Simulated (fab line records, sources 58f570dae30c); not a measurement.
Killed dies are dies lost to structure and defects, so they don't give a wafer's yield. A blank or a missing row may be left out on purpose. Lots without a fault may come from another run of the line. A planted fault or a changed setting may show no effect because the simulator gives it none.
fab line records | flow berkeley_cmos170
record lots=15 wafers=45 last_day=14
route steps=331 shown PLDD@155 NLDD@162 SPACER@174
lots that met no fault: from a run of the same line without faults
start_h: hours from the record's first day to the start of the lot's first wafer shown | wait_h: hours since the lot's step before | " the same as in the row above | L1.1+2: a row that stands for several wafers | - no value, or no start given | * or withheld: withheld | < > ~ a bound
route shown NAME@n: a module of which the file shows steps, and the number in the route of the first | usual: mean/standard deviation of fault-free wafers | same: alike in all rows | chamber/n: place in a boat | sites: the reading at each site | _std_site: their standard deviation | _edge_site: outer sites' mean less inner sites' | radius_mm: how far each site lies from the wafer's centre | mask NAME#n: copy n | behind: the tool/chamber that last shaped the wafer | hold: why the lot was held/for how many hours/how that ended | device: the transistor (n, p or np) that didn't switch | end of line: the same wafers' tests at the end of the route | a step without rows: its recipe alone | killed: dies lost to structure and defects at the first sort, not the wafer's yield | map: a wafer's dies, x killed, . not, _ none there
set.NAME: the setting as run; set.NAME@STEP: as run at that earlier step | model.NAME: the simulator's own value behind a step, which no gauge read
steps of the route over a sample of lots; a table a step, a row a wafer
services: from which hour (start_h, from the record's first day; less than 0 if before it) a tool's chamber was out of use, for how many hours, and why
## steps
# step UCB170_PLDD_STRIP_10
# recipe chemistry=O2 power_w=400 pressure_mtorr=3500 platen_temp_c=withheld o2_flow_sccm=400 overash_fraction=0.5
# usual drypump_motor_current_A=6.1/0.58 oes_product_au=0.735/0.0047 strip_time_to_endpoint_s=21.63/0.068
# columns lot.wafer tool chamber start_h wait_h drypump_motor_current_A oes_product_au rf_hours_counter_h strip_time_to_endpoint_s
L735.1 plasma_asher-03 1 160.33 0.1 6.6 0.733 44 21.74
L735.2 " 0 " " 6.3 0.736 44 21.65
L735.5 " 0 " " 6.3 0.739 - 21.69
L737.1 plasma_asher-02 0 161.12 0.1 5.4 0.735 5 21.75
L737.2 " 1 " " 4.9 0.725 5 21.77
L737.3 " 0 " " 5.4 0.734 - 21.78
L745.1 plasma_asher-03 0 234.05 0.1 6.3 0.735 52 21.67
L745.2 " 1 " " 6.6 0.740 52 21.63
L745.6 " 0 " " 6.3 0.736 - 21.72
L747.3 plasma_asher-04 1 234.35 0.1 5.7 0.734 - 21.63
L747.4 " 0 " " 6.5 0.734 - 21.67
L747.5 " 1 " " 5.8 0.728 - 21.69
L748.4 plasma_asher-03 1 234.60 0.1 6.6 0.737 - 21.56
L748.5 " 0 " " 6.3 0.739 - 21.52
L748.6 " 1 " " 6.6 0.741 - 21.54
L746.1 plasma_asher-04 1 234.80 0.1 5.7 0.743 47 21.71
L746.2 " 0 " " 6.5 0.735 47 21.70
L746.6 " 0 " " 6.5 0.729 - 21.71
L750.2 plasma_asher-02 0 254.50 0.1 5.4 0.732 11 21.55
L750.3 " 0 " " 5.4 0.739 - 21.61
L750.6 " 1 " " 4.8 0.747 - 21.64
L751.1 plasma_asher-04 0 254.77 0.1 6.5 0.735 49 21.60
L751.3 " 1 " " 5.7 0.733 - 21.62
L751.4 " 0 " " 6.5 0.732 - 21.62
L749.1 plasma_asher-02 0 255.07 0.1 5.4 0.739 11 21.68
L749.3 " 1 " " 4.8 0.731 - 21.69
L749.6 " 0 " " 5.4 0.729 - 21.67
L752.2 plasma_asher-04 0 267.69 0.1 6.5 0.734 51 21.58
L752.4 " 0 " " 6.5 0.732 - 21.63
L752.6 " 0 " " 6.5 0.733 - 21.65
L753.1 plasma_asher-04 1 267.93 0.1 5.7 0.728 51 21.72
L753.5 " 0 " " 6.5 0.731 - 21.61
L753.6 " 1 " " 5.8 0.726 - 21.65
L754.1 plasma_asher-03 0 271.98 0.1 6.3 0.726 56 21.61
L754.4 " 1 " " 6.6 0.739 - 21.61
L754.5 " 0 " " 6.3 0.732 - 21.68
L755.2 plasma_asher-03 1 272.53 0.1 6.6 0.730 56 21.67
L755.5 " 0 " " 6.3 0.737 - 21.66
L755.6 " 1 " " 6.6 0.741 - 21.61
L757.4 plasma_asher-02 0 283.12 0.1 5.4 0.737 - 21.65
L757.5 " 1 " " 4.8 0.737 - 21.64
L757.6 " 0 " " 5.4 0.732 - 21.59
L756.1 plasma_asher-03 0 283.24 0.1 6.3 0.734 58 21.63
L756.2 " 1 " " 6.6 0.741 58 21.64
L756.5 " 0 " " 6.3 0.731 - 21.57
# step UCB170_NLDD_PEB_04
# recipe peb_temp_c=130 peb_time_s=withheld resist=KrF
# usual chill_plate_temp_C=23.01/0.11 exhaust_pa=45.0/0.87 plate_sensor_t_centre_C=131.41/0.011 plate_sensor_t_edge_C=131.53/0.011
# columns lot.wafer tool chamber start_h wait_h chill_plate_temp_C exhaust_pa plate_sensor_t_centre_C plate_sensor_t_edge_C
L735.1 litho_track-04 0 161.75 0.5 23.13 45.2 131.4 131.53
L735.2 " 0 " " 23.05 46.2 131.4 131.53
L735.5 " 0 " " 22.91 44.9 131.39 131.53
L737.1 litho_track-04 0 162.75 0.2 22.90 45.6 131.42 131.53
L737.2 " 0 " " 22.94 45.1 131.39 131.53
L737.3 " 0 " " 22.99 46.2 131.4 131.53
L745.1 litho_track-02 - 235.11 0.3 - - - -
L745.2 " - " " - - - -
L745.6 " - " " - - - -
L747.3 litho_track-03 - 235.61 0.4 - - - -
L747.4 " - " " - - - -
L747.5 " - " " - - - -
L748.4 litho_track-02 0 235.91 0.4 22.79 44.9 131.41 131.53
L748.5 " 0 " " 22.98 44.8 131.42 131.53
L748.6 " 0 " " 23.00 44.9 131.4 131.5
L746.1 litho_track-02 - 236.11 0.2 - - - -
L746.2 " - " " - - - -
L746.6 " - " " - - - -
L750.2 litho_track-03 0 256.36 0.5 23.03 44.9 131.39 131.54
L750.3 " 0 " " 23.12 46.9 131.39 131.53
L750.6 " 0 " " 23.17 45.0 131.41 131.54
L751.1 litho_track-02 0 256.38 0.3 22.91 46.0 131.4 131.52
L751.3 " 0 " " 23.08 45.8 131.41 131.54
L751.4 " 0 " " 23.00 48.2 131.4 131.53
L749.1 litho_track-03 0 256.61 0.2 22.93 44.4 131.41 131.52
L749.3 " 0 " " 22.93 45.5 131.42 131.52
L749.6 " 0 " " 23.01 44.6 131.4 131.53
L752.2 litho_track-04 0 268.94 0.1 22.87 46.1 131.41 131.54
L752.4 " 0 " " 23.02 44.3 131.42 131.53
L752.6 " 0 " " 22.82 46.9 131.4 131.54
L753.1 litho_track-04 0 269.29 0.1 22.85 44.2 131.41 131.53
L753.5 " 0 " " 22.91 44.6 131.41 131.53
L753.6 " 0 " " 22.92 45.4 131.41 131.52
L754.1 litho_track-02 0 273.81 0.9 23.01 44.3 131.43 131.55
L754.4 " 0 " " 23.07 43.7 131.42 131.55
L754.5 " 0 " " 22.90 43.1 131.42 131.53
L755.2 litho_track-03 0 275.04 0.3 23.12 43.3 131.41 131.52
L755.5 " 0 " " 23.03 45.0 131.41 131.52
L755.6 " 0 " " 23.09 43.9 131.41 131.52
L757.4 litho_track-03 0 284.50 0.4 23.06 46.0 131.4 131.54
L757.5 " 0 " " 22.90 45.4 131.42 131.53
L757.6 " 0 " " 23.01 45.1 131.42 131.54
L756.1 litho_track-04 0 284.60 0.4 22.90 46.9 131.39 131.54
L756.2 " 0 " " 22.98 45.8 131.41 131.54
L756.5 " 0 " " 23.02 45.3 131.42 131.54
# step UCB170_NLDD_STRIP_10
# recipe chemistry=O2 power_w=400 pressure_mtorr=3500 platen_temp_c=withheld o2_flow_sccm=400 overash_fraction=0.5
# usual drypump_motor_current_A=5.7/0.61 oes_product_au=0.734/0.0042 strip_time_to_endpoint_s=21.61/0.064
# columns lot.wafer tool chamber start_h wait_h drypump_motor_current_A oes_product_au rf_hours_counter_h strip_time_to_endpoint_s
L735.1 plasma_asher-04 0 162.48 0.1 6.5 0.730 39 21.54
L735.2 " 1 " " 5.8 0.734 39 21.57
L735.5 " 0 " " 6.5 0.737 - 21.48
L737.1 plasma_asher-04 0 163.48 0.1 6.5 0.738 40 21.58
L737.2 " 1 " " 5.7 0.740 40 21.66
L737.3 " 0 " " 6.5 0.735 - 21.60
L745.1 plasma_asher-01 1 235.84 0.1 6.2 0.734 46 21.57
L745.2 " 0 " " 4.9 0.731 46 21.58
L745.6 " 0 " " 4.9 0.736 - 21.59
L747.3 plasma_asher-04 0 236.32 0.1 6.5 0.734 - 21.60
L747.4 " 1 " " 5.7 0.730 - 21.63
L747.5 " 1 " " 5.7 0.736 - 21.61
L748.4 plasma_asher-02 0 236.60 0.1 5.4 0.739 - 21.61
L748.5 " 1 " " 4.8 0.737 - 21.60
L748.6 " 0 " " 5.4 0.728 - 21.69
L746.1 plasma_asher-01 0 236.84 0.1 4.9 0.733 46 21.62
L746.2 " 1 " " 6.2 0.742 46 21.59
L746.6 " 1 " " 6.2 0.731 - 21.59
L750.2 plasma_asher-04 0 257.07 0.1 6.5 0.736 49 21.59
L750.3 " 1 " " 5.7 0.738 - 21.72
L750.6 " 1 " " 5.7 0.740 - 21.64
L751.1 plasma_asher-01 0 257.11 0.1 5.0 0.739 48 21.72
L751.3 " 1 " " 6.2 0.734 - 21.69
L751.4 " 0 " " 5.0 0.738 - 21.71
L749.1 plasma_asher-04 0 257.35 0.1 6.5 0.736 49 21.61
L749.3 " 0 " " 6.5 0.734 - 21.59
L749.6 " 1 " " 5.8 0.735 - 21.59
L752.2 plasma_asher-04 1 269.69 0.1 5.7 0.736 51 21.58
L752.4 " 0 " " 6.5 0.733 - 21.59
L752.6 " 0 " " 6.5 0.733 - 21.62
L753.1 plasma_asher-02 1 270.02 0.1 4.8 0.739 13 21.59
L753.5 " 0 " " 5.4 0.731 - 21.50
L753.6 " 1 " " 4.8 0.739 - 21.54
L754.1 plasma_asher-02 0 274.56 0.1 5.4 0.735 13 21.62
L754.4 " 1 " " 4.8 0.739 - 21.60
L754.5 " 1 " " 4.8 0.729 - 21.63
L755.2 plasma_asher-04 1 275.75 0.1 5.8 0.731 52 21.60
L755.5 " 1 " " 5.7 0.736 - 21.60
L755.6 " 0 " " 6.5 0.729 - 21.60
L757.4 plasma_asher-04 1 285.18 0.1 5.7 0.737 - 21.63
L757.5 " 1 " " 5.8 0.735 - 21.63
L757.6 " 0 " " 6.5 0.740 - 21.61
L756.1 plasma_asher-02 1 285.33 0.1 4.8 0.733 15 21.65
L756.2 " 0 " " 5.4 0.734 15 21.68
L756.5 " 0 " " 5.4 0.740 - 21.67
# step UCB170_SPACER_ETCHBACK_03
# recipe stop_on=Si target=SiO2 chemistry=CHF3/CF4/Ar CHF3_flow_sccm=50 cf4_flow_sccm=10 Ar_flow_sccm=120 pressure_mtorr=200 rf_w=500 target_depth_a=3760 time_s=100
# usual CHF3_flow_sccm=49.98/0.14 drypump_motor_current_A=5.6/0.35 oes_product_au=0.900/0.013 throttle_valve_pct=6.44/0.14
# columns lot.wafer tool chamber start_h wait_h CHF3_flow_sccm drypump_motor_current_A oes_product_au rf_hours_counter_h throttle_valve_pct
L735.1 rie_diel-02 0 170.14 0.0 49.80 5.4 0.912 17 6.46
L735.2 " 3 " " 50.00 5.4 0.888 0 6.56
L735.5 " 0 " " 49.77 5.4 0.910 - 6.47
L737.1 rie_diel-02 3 170.22 0.1 49.93 5.4 0.919 0 6.56
L737.2 " 1 " " 50.09 5.4 0.869 11 6.43
L737.3 " 0 " " 49.82 5.4 0.894 17 6.45
L745.1 rie_diel-01 2 245.07 0.0 50.01 5.4 0.921 54 6.22
L745.2 " 3 " " 50.20 6.1 0.904 17 6.39
L745.6 " 3 " " 50.18 6.1 0.909 - 6.39
L747.3 rie_diel-04 3 245.07 0.0 50.12 5.5 0.903 89 6.60
L747.4 " 1 " " 50.01 5.8 0.894 5 6.28
L747.5 " 0 " " 50.00 5.9 0.886 - 6.35
L748.4 rie_diel-02 0 245.10 0.0 49.90 5.4 0.919 20 6.46
L748.5 " 1 " " 49.95 5.5 0.890 - 6.43
L748.6 " 0 " " 50.16 5.4 0.916 - 6.47
L746.1 rie_diel-01 2 245.14 0.1 50.05 5.3 0.908 54 6.23
L746.2 " 3 " " 50.03 6.1 0.901 17 6.38
L746.6 " 0 " " 50.09 5.0 0.917 - 6.66
L749.1 rie_diel-04 3 262.28 0.0 50.07 5.5 0.907 89 6.62
L749.3 " 2 " " 50.08 6.2 0.893 18 6.65
L749.6 " 1 " " 49.88 5.7 0.899 - 6.28
L750.2 rie_diel-02 3 262.28 0.0 50.07 5.4 0.909 4 6.55
L750.3 " 0 " " 49.83 5.4 0.914 20 6.47
L750.6 " 2 " " 50.05 5.5 0.919 - 6.35
L751.1 rie_diel-01 2 262.28 0.0 49.92 5.4 0.910 55 6.23
L751.3 " 0 " " 49.87 5.0 0.888 96 6.66
L751.4 " 3 " " 50.08 6.2 0.919 - 6.37
L752.2 rie_diel-02 3 274.46 0.0 49.85 5.5 0.905 4 6.57
L752.4 " 2 " " 49.76 5.5 0.927 56 6.34
L752.6 " 1 " " 50.04 5.5 0.906 - 6.43
L753.1 rie_diel-04 0 274.46 0.0 50.16 5.9 0.868 87 6.34
L753.5 " 1 " " 50.16 5.8 0.891 - 6.28
L753.6 " 0 " " 49.85 5.9 0.914 - 6.34
L754.1 rie_diel-04 2 281.04 0.0 49.93 6.2 0.897 19 6.66
L754.4 " 3 " " 50.18 5.5 0.917 91 6.60
L754.5 " 0 " " 50.09 5.9 0.901 - 6.34
L755.2 rie_diel-01 0 281.04 0.0 50.23 5.0 0.900 97 6.66
L755.5 " 3 " " 50.16 6.2 0.906 - 6.38
L755.6 " 0 " " 50.05 5.0 0.880 - 6.64
L757.4 rie_diel-01 2 291.82 0.0 49.97 5.3 0.907 56 6.25
L757.5 " 0 " " 49.89 5.0 0.901 - 6.66
L757.6 " 3 " " 49.83 6.2 0.916 - 6.37
L756.1 rie_diel-02 0 291.89 0.1 49.88 5.4 0.907 22 6.45
L756.2 " 1 " " 50.31 5.4 0.879 15 6.43
L756.5 " 2 " " 50.02 5.5 0.897 - 6.35
## services
# columns tool chamber start_h hours kind
rie_diel-02 3 141.30 - clean
rie_diel-02 3 141.30 19.7 scheduled_down
rie_diel-02 3 141.30 19.7 vent_cycle
rie_diel-01 2 144.86 3.5 repair
rie_diel-04 0 152.04 5.5 repair
plasma_asher-02 - 156.10 1.0 repair
plasma_asher-02 - 168.32 13.8 repair
plasma_asher-02 - 183.89 8.1 repair
litho_track-02 - 212.86 - consumable_replace:filter
litho_track-03 - 226.39 - consumable_replace:filter
plasma_asher-04 - 228.77 3.1 repair
rie_diel-01 1 235.22 5.1 repair
rie_diel-01 1 240.29 - clean
rie_diel-01 1 240.29 23.0 scheduled_down
rie_diel-01 1 240.29 23.0 vent_cycle
rie_diel-01 2 245.41 3.5 repair
rie_diel-02 - 246.41 2.8 pm
plasma_asher-01 - 264.45 8.3 repair
## key
first_sign step=UCB170_NLDD_PEB_04 reading=tool_record direction=missing
effect none on later readings
met_at UCB170_NLDD_PEB_04
struck_lots L745,L746,L747
sort_left_out L745.1,L745.2,L745.6,L746.1,L746.2,L746.6,L747.3,L747.4,L747.5
tester_left_out L745,L746,L747
not_acting_at UCB170_PLDD_STRIP_10,UCB170_NLDD_STRIP_10,UCB170_SPACER_ETCHBACK_03
fault kind=skipped_step_whole tool=litho_track-02,litho_track-03 chamber=- onset_h=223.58 steps=UCB170_NLDD_PEB_04 scope=struck_lots_only
# tester_left_out: of these lots the tester's yield and bins aren't shown, on N5 and GAA mostly nor the transistor test; their killed dies are dies lost to structure and defects alone, not to doping, threshold or leakage, so they don't give the yield
# sort_left_out: the simulated sort isn't trusted on such a fault, so these wafers' sort isn't shown, and their yield isn't known
